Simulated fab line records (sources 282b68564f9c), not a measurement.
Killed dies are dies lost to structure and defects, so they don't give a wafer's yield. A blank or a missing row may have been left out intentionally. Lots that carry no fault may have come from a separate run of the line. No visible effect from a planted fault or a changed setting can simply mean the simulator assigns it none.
fab line records | flow rit_cmos
[record] lots = 14 wafers = 42 last_day = 7
route steps=202 shown PRETRO@73 GATE@92 PSD@151 M1@193
lots with no fault: from the same line, run without faults
start_h: the number of hours between the record's first day and the start of the first shown wafer of the lot | wait_h: hours since the lot's step before | " same as the row above | L1.1+2: several wafers, shown together as one row | - no value present, or no start provided | * or withheld: withheld | < > ~ a bound
route shown NAME@n: NAME is a module with steps in the file, n the number in the route of the first one | usual: the fault-free wafers' mean and standard deviation | same: alike in all rows | chamber/n: place in a boat | sites: each site's reading | _std_site: their standard deviation | _edge_site: outer sites' mean less inner sites' | radius_mm: for every site, how far away it sits from the centre of the wafer | mask NAME#n: copy n | behind: the last tool/chamber to shape the wafer | hold: cause of the lot's hold/its duration in hours/its outcome | device: whichever transistor did not switch (one of n, p or np) | end of line: tests of these same wafers at the route's end | step lacking rows: just its recipe | killed: not the wafer's yield, but the dies lost to structure and defects at the first sort | map: dies across one wafer; x = killed, . = not, _ = none there
set.NAME: the run value of the setting; set.NAME@STEP: its run value at that earlier step | model.NAME: the simulator's own value behind a step, which no gauge read
route steps across a sampled set of lots; one table per step, one row per wafer
services: a tool's chamber out of use, with start hour (start_h, from the record's first day; less than 0 if before it), hours out, and reason
[[steps]]
[step RIT_PRETRO_STRIP_09]
[recipe] chemistry = O2 time_s = 180 resist = NOVOLAK platen_temp_c = withheld power_w = 500 pressure_mtorr = 4000 o2_flow_sccm = 4000
[usual] drypump_motor_current_A = 5.8/0.53 rf_refl_power_W = 6.1/1.4
// columns lot.wafer tool chamber start_h wait_h drypump_motor_current_A rf_hours_counter_h rf_refl_power_W
L330.2 plasma_asher-02 1 31.48 0.1 4.9 39 6.4
L330.3 " 0 " " 6.2 - 8.1
L330.5 " 0 " " 6.2 - 8.2
L331.4 plasma_asher-02 1 36.35 0.1 4.9 - 6.6
L331.5 " 0 " " 6.1 - 8.3
L331.6 " 1 " " 4.9 - 6.6
L332.1 plasma_asher-04 0 42.06 0.1 5.8 40 4.3
L332.3 " 0 " " 5.8 - 4.7
L332.5 " 0 " " 5.8 - 4.5
L333.2 plasma_asher-01 0 47.41 0.1 5.2 40 4.3
L333.3 " 0 " " 5.2 - 4.5
L333.5 " 0 " " 5.2 - 4.4
L334.1 plasma_asher-04 1 51.53 0.1 6.5 41 6.0
L334.4 " 1 " " 6.5 - 6.3
L334.6 " 1 " " 6.5 - 6.2
L336.2 plasma_asher-04 0 60.91 0.1 5.8 43 3.9
L336.3 " 1 " " 6.5 - 6.8
L336.4 " 0 " " 5.8 - 4.4
L337.1 plasma_asher-04 1 66.37 0.1 6.5 43 6.6
L337.3 " 0 " " 5.8 - 4.4
L337.6 " 0 " " 5.8 - 4.6
L339.1 plasma_asher-01 0 76.94 0.1 5.2 44 4.4
L339.3 " 1 " " 6.0 - 7.0
L339.6 " 0 " " 5.2 - 4.4
L343.3 plasma_asher-02 0 97.13 0.1 6.2 - 8.5
L343.5 " 1 " " 4.9 - 6.6
L343.6 " 0 " " 6.2 - 8.2
L345.2 plasma_asher-04 0 107.31 0.1 5.8 49 4.6
L345.3 " 0 " " 5.8 - 4.7
L345.5 " 1 " " 6.5 - 6.6
L346.2 plasma_asher-04 1 112.21 0.1 6.5 49 6.8
L346.5 " 0 " " 5.8 - 4.5
L346.6 " 1 " " 6.5 - 6.7
L347.1 plasma_asher-01 0 118.12 0.1 5.2 49 4.5
L347.3 " 0 " " 5.2 - 4.5
L347.6 " 1 " " 5.9 - 7.2
L348.3 plasma_asher-01 1 122.35 0.1 6.0 - 7.1
L348.4 " 0 " " 5.2 - 4.5
L348.6 " 0 " " 5.2 - 4.5
L352.3 plasma_asher-02 0 142.16 0.1 6.2 - 8.3
L352.4 " 1 " " 4.9 - 6.6
L352.6 " 1 " " 4.9 - 6.4
[step RIT_GATE_CD_MEAS_16]
[recipe] target_cd_nm = 150
[usual] cd_nm = 150.3/2.2
// columns lot.wafer tool chamber start_h wait_h cd_nm
L330.2 cd_sem-01 - 36.40 - 153.0
L330.3 " - " " 150.7
L330.5 " - " " 152.2
L331.4 cd_sem-02 - 41.03 - 148.9
L331.5 " - " " 146.7
L331.6 " - " " 146.5
L332.1 cd_sem-02 - 47.35 - 148.4
L332.3 " - " " 148.7
L332.5 " - " " 150.9
L333.2 cd_sem-01 - 53.01 - 154.5
L333.3 " - " " 151.9
L333.5 " - " " 155.3
L334.1 cd_sem-01 - 57.57 - 150.9
L334.4 " - " " 150.4
L334.6 " - " " 151.4
L336.2 cd_sem-02 - 65.69 - 152.4
L336.3 " - " " 149.2
L336.4 " - " " 150.3
L337.1 cd_sem-02 - 72.09 - 151.7
L337.3 " - " " 150.9
L337.6 " - " " 149.0
L339.1 cd_sem-02 - 81.69 - 146.5
L339.3 " - " " 148.6
L339.6 " - " " 145.7
L343.3 cd_sem-01 - 102.21 - 151.4
L343.5 " - " " 151.9
L343.6 " - " " 153.5
L345.2 cd_sem-02 - 114.25 - 150.4
L345.3 " - " " 148.7
L345.5 " - " " 149.0
L346.2 cd_sem-02 - 117.70 - 149.3
L346.5 " - " " 150.8
L346.6 " - " " 151.1
L347.1 cd_sem-01 - 122.90 - 152.2
L347.3 " - " " 150.8
L347.6 " - " " 151.2
L348.3 cd_sem-01 - 127.48 - 155.0
L348.4 " - " " 154.2
L348.6 " - " " 155.5
L352.3 cd_sem-01 - 147.01 - 149.2
L352.4 " - " " 149.6
L352.6 " - " " 151.3
[step RIT_PSD_STRIP_09]
[recipe] chemistry = O2 time_s = 180 resist = NOVOLAK platen_temp_c = withheld power_w = 500 pressure_mtorr = 4000 o2_flow_sccm = 4000
[usual] drypump_motor_current_A = 5.9/0.57 rf_refl_power_W = 5.9/1.5
// columns lot.wafer tool chamber start_h wait_h drypump_motor_current_A rf_hours_counter_h rf_refl_power_W
L330.2 plasma_asher-02 0 48.97 0.1 6.2 41 8.2
L330.3 " 0 " " 6.2 - 8.5
L330.5 " 0 " " 6.1 - 8.4
L331.4 plasma_asher-04 1 52.98 0.1 6.5 - 6.3
L331.5 " 1 " " 6.5 - 6.6
L331.6 " 0 " " 5.8 - 4.8
L332.1 plasma_asher-04 0 59.84 0.1 5.8 42 4.5
L332.3 " 0 " " 5.8 - 4.7
L332.5 " 1 " " 6.5 - 6.4
L333.2 plasma_asher-03 0 66.07 0.1 4.9 26 8.3
L333.3 " 0 " " 4.9 - 7.9
L333.5 " 1 " " 6.0 - 3.8
L334.1 plasma_asher-04 1 69.36 0.1 6.5 44 6.4
L334.4 " 1 " " 6.5 - 6.3
L334.6 " 0 " " 5.8 - 4.7
L336.2 plasma_asher-04 0 77.98 0.1 5.8 45 4.8
L336.3 " 1 " " 6.4 - 6.6
L336.4 " 0 " " 5.8 - 4.6
L337.1 plasma_asher-04 0 84.47 0.1 5.8 46 4.5
L337.3 " 0 " " 5.8 - 4.2
L337.6 " 1 " " 6.5 - 6.8
L339.1 plasma_asher-04 1 93.75 0.1 6.5 47 6.3
L339.3 " 0 " " 5.8 - 4.7
L339.6 " 0 " " 5.8 - 4.5
L343.3 plasma_asher-03 0 115.79 0.1 4.9 - 7.7
L343.5 " 0 " " 4.9 - 8.0
L343.6 " 1 " " 6.1 - 4.1
L345.2 plasma_asher-03 0 126.46 0.1 4.9 33 8.2
L345.3 " 0 " " 4.9 - 7.9
L345.5 " 1 " " 6.1 - 4.0
L346.2 plasma_asher-04 0 129.36 0.1 5.8 51 4.4
L346.5 " 1 " " 6.5 - 6.6
L346.6 " 0 " " 5.8 - 4.6
L347.1 plasma_asher-03 1 134.97 0.1 6.1 34 3.9
L347.3 " 0 " " 4.9 - 8.0
L347.6 " 1 " " 6.1 - 3.9
L348.3 plasma_asher-04 1 140.32 0.1 6.5 - 6.3
L348.4 " 0 " " 5.8 - 4.6
L348.6 " 0 " " 5.8 - 4.4
L352.3 plasma_asher-02 0 159.32 0.1 6.2 - 8.0
L352.4 " 1 " " 4.9 - 6.6
L352.6 " 1 " " 4.9 - 6.4
[step RIT_M1_CD_MEAS_09]
[recipe] target_cd_nm = 2600
[usual] cd_nm = 2600.8/2.1
// columns lot.wafer tool chamber start_h wait_h cd_nm
L330.2 cd_sem-01 - 54.27 - 2603.2
L330.3 " - " " 2600.9
L330.5 " - " " 2601.5
L331.4 cd_sem-01 - 58.34 - 2597.9
L331.5 " - " " 2597.0
L331.6 " - " " 2597.8
L332.1 cd_sem-01 - 65.45 - 2600.2
L332.3 " - " " 2600.0
L332.5 " - " " 2601.9
L333.2 cd_sem-01 - 71.77 - 2599.4
L333.3 " - " " 2601.2
L333.5 " - " " 2600.7
L334.1 cd_sem-01 - 75.09 - 2602.0
L334.4 " - " " 2600.5
L334.6 " - " " 2599.3
L336.2 cd_sem-02 - 83.38 - 2600.4
L336.3 " - " " 2601.6
L336.4 " - " " 2598.3
L337.1 cd_sem-01 - 89.88 - 2600.4
L337.3 " - " " 2598.9
L337.6 " - " " 2599.8
L339.1 cd_sem-02 - 99.45 - 2600.4
L339.3 " - " " 2600.4
L339.6 " - " " 2600.6
L343.3 cd_sem-01 - 121.55 - 2601.8
L343.5 " - " " 2600.1
L343.6 " - " " 2600.6
L345.2 cd_sem-01 - 131.87 - 2602.9
L345.3 " - " " 2601.2
L345.5 " - " " 2602.4
L346.2 cd_sem-02 - 134.90 - 2600.2
L346.5 " - " " 2598.5
L346.6 " - " " 2598.5
L347.1 cd_sem-01 - 140.36 - 2601.5
L347.3 " - " " 2603.0
L347.6 " - " " 2603.1
L348.3 cd_sem-01 - 145.70 - 2600.9
L348.4 " - " " 2601.7
L348.6 " - " " 2600.1
L352.3 cd_sem-01 - 164.55 - 2602.6
L352.4 " - " " 2603.0
L352.6 " - " " 2603.3
[step RIT_M1_PROBE_99]
[usual] killed_at_M0_to_M3 = 0.0/0.16 killed_at_contacts = 0.1/0.3 killed_at_front_end = 7.1/3 killed_dies = 7.3/3 killed_on_rim = 1.9/1.3 killed_open = 3.6/2 killed_short = 3.5/1.9
[same] gross_dies = 264 killed_at_M4_up = 0 killed_at_back_side = 0 killed_at_other = 0
// columns lot.wafer tool chamber start_h wait_h killed_at_M0_to_M3 killed_at_contacts killed_at_front_end killed_dies killed_on_rim killed_open killed_short
L330.2 prober-01 - 56.96 0.1 0 0 9 9 3 5 3
L330.3 prober-01 - 57.01 0.2 0 0 10 10 2 5 4
L330.5 prober-01 - 57.11 0.2 0 0 11 11 3 3 6
L331.4 prober-02 - 61.09 0.2 0 0 11 11 3 5 6
L331.5 prober-02 - 61.14 0.2 0 0 8 8 2 6 2
L331.6 prober-02 - 61.19 0.2 0 0 12 12 4 4 8
L332.1 prober-01 - 68.17 0.1 0 0 8 8 2 2 6
L332.3 prober-01 - 68.27 0.2 0 0 9 9 2 4 5
L332.5 prober-01 - 68.37 0.2 0 0 11 11 0 6 5
L333.2 prober-02 - 74.51 0.1 1 0 7 8 1 4 3
L333.3 prober-02 - 74.56 0.2 1 0 3 4 0 0 3
L333.5 prober-02 - 74.66 0.2 0 0 13 13 5 7 6
L334.1 prober-01 - 78.47 0.1 0 0 5 5 3 2 3
L334.4 prober-01 - 78.62 0.2 0 0 9 9 3 4 5
L334.6 prober-01 - 78.72 0.2 0 0 8 8 2 2 6
L336.2 prober-01 - 86.07 0.1 0 0 7 7 3 2 5
L336.3 prober-01 - 86.12 0.2 0 0 7 7 0 4 3
L336.4 prober-01 - 86.17 0.2 0 0 3 3 0 1 2
L337.1 prober-02 - 92.59 0.1 0 0 9 9 3 4 3
L337.3 prober-02 - 92.69 0.2 0 0 7 7 1 2 5
L337.6 prober-02 - 92.84 0.2 0 0 7 7 2 4 3
L339.1 prober-02 - 102.21 0.1 0 0 4 4 2 1 3
L339.3 prober-02 - 102.31 0.2 0 0 5 5 2 4 1
L339.6 prober-02 - 102.46 0.2 0 0 3 3 1 1 2
L343.3 prober-02 - 124.30 0.2 0 0 5 5 2 4 1
L343.5 prober-02 - 124.40 0.2 0 1 6 7 0 2 5
L343.6 prober-02 - 124.45 0.2 0 0 12 12 4 6 6
L345.2 prober-02 - 134.56 0.1 0 0 34 34 11 4 3
L345.3 prober-02 - 134.61 0.2 0 0 35 35 13 3 3
L345.5 prober-02 - 134.71 0.2 0 1 1 2 1 1 1
L346.2 prober-01 - 138.42 0.1 0 0 1 1 0 1 0
L346.5 prober-01 - 138.57 0.2 0 0 27 27 8 1 1
L346.6 prober-01 - 138.62 0.2 0 0 8 8 1 4 4
L347.1 prober-02 - 143.18 0.1 0 0 10 10 1 5 5
L347.3 prober-02 - 143.28 0.2 0 0 7 7 1 5 2
L347.6 prober-02 - 143.43 0.2 0 0 6 6 3 2 4
L348.3 prober-01 - 148.54 0.2 0 0 9 9 4 5 4
L348.4 prober-01 - 148.59 0.2 0 0 9 9 4 2 7
L348.6 prober-01 - 148.69 0.2 0 0 3 3 2 1 2
L352.3 prober-01 - 167.27 0.2 0 0 6 6 1 2 4
L352.4 prober-01 - 167.32 0.2 0 0 7 7 4 6 1
L352.6 prober-01 - 167.42 0.2 0 0 3 3 1 2 1
// killed by level:class
L330.2 GATE:geometric_particle:open=2 FOX1:geometric_particle:open=1 FOX2:geometric_particle:open=1 GATE:geometric_particle:short=1 REOX:geometric_particle:short=1 SPACER:geometric_particle:short=1 SILICIDE:geometric_particle:open=1 GATE:coat_microbubble_printed=1
L330.3 GATE:geometric_particle:open=4 GATE:geometric_particle:short=3 FOX2:geometric_particle:open=1 SPACER:geometric_particle:short=1 PWELL:coat_microbubble_printed=1
L330.5 SPACER:geometric_particle:short=3 GATE:geometric_particle:open=2 GATE:geometric_particle:short=2 PWELL:coat_microbubble_printed=2 SPACER:geometric_particle:open=1 SILICIDE:geometric_particle:short=1
L331.4 FOX1:geometric_particle:short=3 GATE:geometric_particle:open=3 FOX1:geometric_particle:open=1 FOX2:geometric_particle:open=1 REOX:geometric_particle:short=1 SPACER:geometric_particle:short=1 SILICIDE:geometric_particle:short=1
L331.5 GATE:geometric_particle:open=2 SILICIDE:geometric_particle:open=2 FOX2:geometric_particle:open=1 GATE:geometric_particle:short=1 REOX:geometric_particle:open=1 REOX:geometric_particle:short=1
L331.6 GATE:geometric_particle:open=4 GATE:geometric_particle:short=3 FOX1:geometric_particle:short=2 SPACER:geometric_particle:short=2 FOX2:geometric_particle:short=1
L332.1 SPACER:geometric_particle:short=3 GATE:geometric_particle:short=1 REOX:geometric_particle:open=1 REOX:geometric_particle:short=1 SILICIDE:geometric_particle:open=1 SILICIDE:geometric_particle:short=1
L332.3 GATE:geometric_particle:short=3 GATE:geometric_particle:open=3 SPACER:geometric_particle:open=1 SPACER:geometric_particle:short=1 SILICIDE:geometric_particle:short=1
L332.5 GATE:geometric_particle:short=3 GATE:geometric_particle:open=2 SPACER:geometric_particle:short=2 FOX2:geometric_particle:open=1 REOX:geometric_particle:open=1 SPACER:geometric_particle:open=1 SILICIDE:geometric_particle:open=1
L333.2 GATE:geometric_particle:open=3 GATE:geometric_particle:short=3 REOX:geometric_particle:open=1 M1:coat_microbubble_printed=1
L333.3 ACTIVE:geometric_particle:short=1 GATE:geometric_particle:short=1 SILICIDE:geometric_particle:short=1 M1:coat_microbubble_printed=1
L333.5 GATE:geometric_particle:short=4 GATE:geometric_particle:open=3 FOX2:geometric_particle:open=2 REOX:geometric_particle:open=2 SPACER:geometric_particle:short=1 SILICIDE:geometric_particle:short=1
L334.1 GATE:geometric_particle:short=3 GATE:geometric_particle:open=1 SPACER:geometric_particle:open=1
L334.4 GATE:geometric_particle:short=3 GATE:geometric_particle:open=2 ACTIVE:geometric_particle:short=1 FOX2:geometric_particle:open=1 REOX:geometric_particle:open=1 SPACER:geometric_particle:short=1
L334.6 GATE:geometric_particle:short=4 FOX1:geometric_particle:short=1 FOX1:geometric_particle:open=1 FOX2:geometric_particle:short=1 GATE:geometric_particle:open=1
L336.2 GATE:geometric_particle:short=4 GATE:geometric_particle:open=2 FOX1:geometric_particle:short=1
L336.3 GATE:geometric_particle:short=2 REOX:geometric_particle:open=2 FOX1:geometric_particle:open=1 REOX:geometric_particle:short=1 SILICIDE:geometric_particle:open=1
L336.4 GATE:geometric_particle:short=2 GATE:geometric_particle:open=1
L337.1 REOX:geometric_particle:open=2 GATE:coat_microbubble_printed=2 FOX1:geometric_particle:short=1 FOX2:geometric_particle:short=1 GATE:geometric_particle:short=1 GATE:geometric_particle:open=1 SILICIDE:geometric_particle:open=1
L337.3 REOX:geometric_particle:short=2 SPACER:geometric_particle:short=2 FOX1:geometric_particle:open=1 GATE:geometric_particle:short=1 GATE:geometric_particle:open=1
L337.6 SPACER:geometric_particle:open=2 FOX2:geometric_particle:open=1 FOX2:geometric_particle:short=1 GATE:geometric_particle:open=1 GATE:geometric_particle:short=1 REOX:geometric_particle:short=1
L339.1 SILICIDE:geometric_particle:short=2 GATE:geometric_particle:open=1 REOX:geometric_particle:short=1
L339.3 SILICIDE:geometric_particle:open=2 FOX1:geometric_particle:open=1 GATE:geometric_particle:open=1 GATE:geometric_particle:short=1
L339.6 SPACER:geometric_particle:short=1 SILICIDE:geometric_particle:short=1 SILICIDE:geometric_particle:open=1
L343.3 FOX2:geometric_particle:open=1 GATE:geometric_particle:open=1 GATE:geometric_particle:short=1 SPACER:geometric_particle:open=1 SILICIDE:geometric_particle:open=1
L343.5 SPACER:geometric_particle:short=2 FOX1:geometric_particle:short=1 CONTACT:geometric_particle:open=1 GATE:geometric_particle:open=1 GATE:geometric_particle:short=1 SILICIDE:geometric_particle:short=1
L343.6 GATE:geometric_particle:short=5 GATE:geometric_particle:open=3 FOX1:geometric_particle:open=1 FOX2:geometric_particle:short=1 FOX2:geometric_particle:open=1 SPACER:geometric_particle:open=1
L345.2 PRETRO:unspecified=27 SPACER:geometric_particle:open=2 GATE:geometric_particle:short=1 GATE:geometric_particle:open=1 SPACER:geometric_particle:short=1 SILICIDE:geometric_particle:open=1 SILICIDE:geometric_particle:short=1
L345.3 PRETRO:unspecified=29 GATE:geometric_particle:short=2 GATE:geometric_particle:open=1 REOX:geometric_particle:open=1 REOX:geometric_particle:short=1 SPACER:geometric_particle:open=1
L345.5 FOX1:geometric_particle:open=1 CONTACT:geometric_particle:short=1
L346.2 REOX:geometric_particle:open=1
L346.5 PRETRO:unspecified=25 GATE:geometric_particle:short=1 REOX:geometric_particle:open=1
L346.6 GATE:geometric_particle:open=2 GATE:geometric_particle:short=2 FOX2:geometric_particle:short=1 REOX:geometric_particle:short=1 SPACER:geometric_particle:open=1 SILICIDE:geometric_particle:open=1
L347.1 GATE:geometric_particle:short=3 GATE:geometric_particle:open=2 FOX1:geometric_particle:open=1 REOX:geometric_particle:short=1 SPACER:geometric_particle:open=1 SPACER:geometric_particle:short=1 SILICIDE:geometric_particle:open=1
L347.3 FOX1:geometric_particle:open=2 SPACER:geometric_particle:open=2 GATE:geometric_particle:short=1 REOX:geometric_particle:short=1 SILICIDE:geometric_particle:open=1
L347.6 GATE:geometric_particle:open=2 SPACER:geometric_particle:short=2 ACTIVE:geometric_particle:short=1 GATE:geometric_particle:short=1
L348.3 GATE:geometric_particle:open=3 SPACER:geometric_particle:short=2 FOX1:geometric_particle:short=1 FOX1:geometric_particle:open=1 FOX2:geometric_particle:open=1 FOX2:geometric_particle:short=1
L348.4 GATE:geometric_particle:short=5 FOX1:geometric_particle:short=1 FOX1:geometric_particle:open=1 GATE:geometric_particle:open=1 REOX:geometric_particle:short=1
L348.6 GATE:geometric_particle:short=1 SPACER:geometric_particle:short=1 SPACER:geometric_particle:open=1
L352.3 FOX1:geometric_particle:short=2 ACTIVE:geometric_particle:short=1 REOX:geometric_particle:open=1 SILICIDE:geometric_particle:short=1 SILICIDE:geometric_particle:open=1
L352.4 GATE:geometric_particle:open=4 SPACER:geometric_particle:open=2 GATE:geometric_particle:short=1
L352.6 GATE:geometric_particle:open=2 SILICIDE:geometric_particle:short=1
[[services]]
// columns tool chamber start_h hours kind
plasma_asher-03 - 44.61 4.5 repair
plasma_asher-02 - 108.75 9.0 pm
plasma_asher-02 0 108.75 9.0 vent_cycle
plasma_asher-02 1 108.75 9.0 vent_cycle
plasma_asher-03 - 110.13 0.6 repair
plasma_asher-02 0 117.75 - clean
plasma_asher-02 1 117.75 - clean
plasma_asher-02 - 120.17 14.6 pm
[[key]]
[first_sign] step = RIT_M1_PROBE_99 reading = killed_at_front_end direction = up sigmas = 8.3 usual = 7.1 struck = 32
[effect] step = RIT_M1_PROBE_99 reading = killed_dies direction = up sigmas = 8.3 usual = 7.3 struck = 32
met_at RIT_PRETRO_STRIP_09
struck_lots L345,L346
struck_wafers L345.2,L345.3,L346.5
tester_left_out L345,L346
not_acting_at RIT_GATE_CD_MEAS_16,RIT_PSD_STRIP_09,RIT_M1_CD_MEAS_09
onset_between 66.37 107.31
[fault] kind = chamber_particle_source tool = plasma_asher-04 chamber = 0 onset_h = 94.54 steps = RIT_PRETRO_STRIP_09 rate_per_visit_cm2 = 0.71492 end_h = 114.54
// tester_left_out: of these lots the tester's yield and bins aren't shown, on N5 and GAA mostly nor the transistor test; their killed dies are dies lost to structure and defects alone, not to doping, threshold or leakage, so they don't give the yield
